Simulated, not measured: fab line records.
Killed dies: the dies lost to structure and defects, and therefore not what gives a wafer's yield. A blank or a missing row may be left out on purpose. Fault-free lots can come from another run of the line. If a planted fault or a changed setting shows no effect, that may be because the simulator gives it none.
Matching of chambers    flow berkeley_cmos170    UCB170_V2_CVD_00 on pecvd-04 has 3 sister chambers
The step deposits SiO2 from TEOS/O2, target thk 2000 nm, time 250 s. 14 wafers are shown with their chamber, then 7 later ones without.

## WAFERS, EACH WITH ITS CHAMBER
wafer   chamber  heater_power_w (W)  pressure_mtorr (mTorr)
L799.1  1        396                 9001
L799.3  2        245                 8999
L799.5  2        306                 8992
L802.1  1        294                 9010
L802.2  2        285                 9026
L802.6  0        240                 9018
L805.2  0        321                 9001
L805.5  0        246                 9001
L805.6  1        290                 9023
L813.2  2        288                 9024
L813.4  0        241                 8962
L813.5  2        232                 9030
L816.1  0        342                 9012
L816.2  2        274                 9001

SIGNATURES, as means of the wafers listed above
reading         chamber 0  chamber 1  chamber 2  scatter within a chamber
heater_power_w  278.00     326.67     271.67     43.6
pressure_mtorr  8998.80    9011.33    9012.00    17.9
Rule: distance of a wafer from a chamber = root of the sum over the readings of ((wafer's reading minus chamber's mean) / reading's scatter) squared. If the next closest chamber is less than 2 further off than the closest, the wafer can't be placed; otherwise it belongs to the closest. The scatter: the root of (the sum of the squares of (reading less its chamber's mean) over the shown wafers, divided by (wafers less chambers)).

## WAFERS WHOSE CHAMBER IS MISSING
wafer   heater_power_w (W)  pressure_mtorr (mTorr)
L816.6  321                 9001
L818.1  315                 9005
L818.2  295                 9000
L818.3  284                 8970
L820.3  325                 9015
L820.5  281                 9036
L820.6  239                 8988

## CHAMBER TAKEN BY EACH
wafer   from the rows above           in truth
L816.6  can't be placed: 1 or 0 or 2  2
L818.1  can't be placed: 1 or 0 or 2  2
L818.2  can't be placed: 0 or 2 or 1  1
L818.3  can't be placed: 0 or 2 or 1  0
L820.3  can't be placed: 1 or 2 or 0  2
L820.5  can't be placed: 2 or 1 or 0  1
L820.6  can't be placed: 0 or 2 or 1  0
0 of 7 placed correctly. These rows do not allow placing 7 (true chamber among the candidates in 7). 0 placed wrongly.
